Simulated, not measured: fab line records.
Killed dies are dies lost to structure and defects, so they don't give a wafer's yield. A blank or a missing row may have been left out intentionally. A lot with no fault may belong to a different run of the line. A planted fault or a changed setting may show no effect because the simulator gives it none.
Tool commonality check    flow berkeley_cmos170    15 lots, 45 wafers sampled

## REASON FOR OPENING
At UCB170_NLDD_OVL_MEAS_07 the reading NLDD_OVL is flagged on 3 of 15 lots. Fault-free wafers read 2 nm, with a standard deviation of 6.2.
Rule: flag the lot when none of its wafers has a number, or when each of its wafers that has one lies beyond 4 standard deviations from that mean. The rest of the lots are taken to be sound.

lot   measured      on          NLDD_OVL (nm), wafer by wafer  flag
L856  day 7 11:46   overlay-01  1 0 0                          
L857  day 7 12:15   overlay-01  -4 -12 3                       
L859  day 8 02:21   overlay-02  4 -1 11                        
L860  day 8 02:38   overlay-02  -9 -1 5                        
L861  day 8 03:22   overlay-01  18 3 5                         
L862  day 8 10:11   overlay-02  9 19 11                        
L866  day 8 21:20   overlay-01  4 6 4                          
L863  day 8 21:35   overlay-02  -10 -10 -2                     
L864  day 8 22:04   overlay-02  6 -1 8                         
L869  day 9 23:32   overlay-02  -7 6 -2                        
L868  day 9 23:55   overlay-01  1 8 0                          
L867  day 10 00:08  overlay-02  -9 5 -2                        
L874  day 11 08:47  overlay-02  329 322 316                    FLAGGED
L875  day 11 08:55  overlay-02  305 321 319                    FLAGGED
L876  day 12 01:42  overlay-02  319 321 315                    FLAGGED
Average over the flagged lots: 319 nm; offset from the usual +317 nm, equal to +51 standard deviations.

## WHICH TOOL EACH LOT WENT THROUGH
The record holds 1 process step before the reading, out of a route of 331 steps. Read each cell as the tool, then ch plus the chambers that the sampled wafers visited, then the start.
lot   flag     UCB170_NLDD_EXPOSE_03
L856           krf_scanner-01 ch 0, day 7 11:05
L857           krf_scanner-01 ch 0, day 7 11:45
L859           krf_scanner-01 ch 0, day 8 01:16
L860           krf_scanner-01 ch 0, day 8 01:56
L861           krf_scanner-02 ch 0, day 8 02:41
L862           krf_scanner-02 ch 0, day 8 09:41
L866           krf_scanner-01 ch 0, day 8 20:32
L863           krf_scanner-02 ch 0, day 8 20:47
L864           krf_scanner-01 ch 0, day 8 21:26
L869           krf_scanner-02 ch 0, day 9 23:03
L868           krf_scanner-01 ch 0, day 9 23:26
L867           krf_scanner-02 ch 0, day 9 23:38
L874  FLAGGED  krf_scanner-01 ch 0, day 11 08:12
L875  FLAGGED  krf_scanner-01 ch 0, day 11 08:19
L876  FLAGGED  krf_scanner-01 ch 0, day 12 00:59
What the steps here do:
- UCB170_NLDD_EXPOSE_03: exposes mask NSELECT, target cd 1200 nm.
- UCB170_NLDD_OVL_MEAS_07

## FLAGGED OVER TOTAL, TOOL BY TOOL (the gauges that took the reading come last)
step                     tool            lots run  flagged  share of the flagged lots  sound lots run after its first flagged lot
UCB170_NLDD_EXPOSE_03    krf_scanner-01  10        3        all                        0
UCB170_NLDD_EXPOSE_03    krf_scanner-02  5         0        none                       -
UCB170_NLDD_OVL_MEAS_07  overlay-01      5         0        none                       -
UCB170_NLDD_OVL_MEAS_07  overlay-02      10        3        all                        0

## WHAT THE TABLE ALLOWS
krf_scanner-01 at UCB170_NLDD_EXPOSE_03 and overlay-02 at UCB170_NLDD_OVL_MEAS_07 are the 2 rows of the table that ran each flagged lot.
- krf_scanner-01 at UCB170_NLDD_EXPOSE_03: 3 of its 10 lots flagged. A fault beginning between L868 (day 9 23:26), its last sound lot, and L874 (day 11 08:12), its first flagged one, fits the data.
- overlay-02 at UCB170_NLDD_OVL_MEAS_07: 3 of its 10 lots flagged. A fault beginning between L867 (day 10 00:08), its last sound lot, and L874 (day 11 08:47), its first flagged one, fits the data.
Because each of these 2 tools fits a fault that began at some hour, counting lots does not separate them. More lots, or a look at what each step does to the wafer, might.

## WHAT WAS PUT IN BY THE SIMULATOR
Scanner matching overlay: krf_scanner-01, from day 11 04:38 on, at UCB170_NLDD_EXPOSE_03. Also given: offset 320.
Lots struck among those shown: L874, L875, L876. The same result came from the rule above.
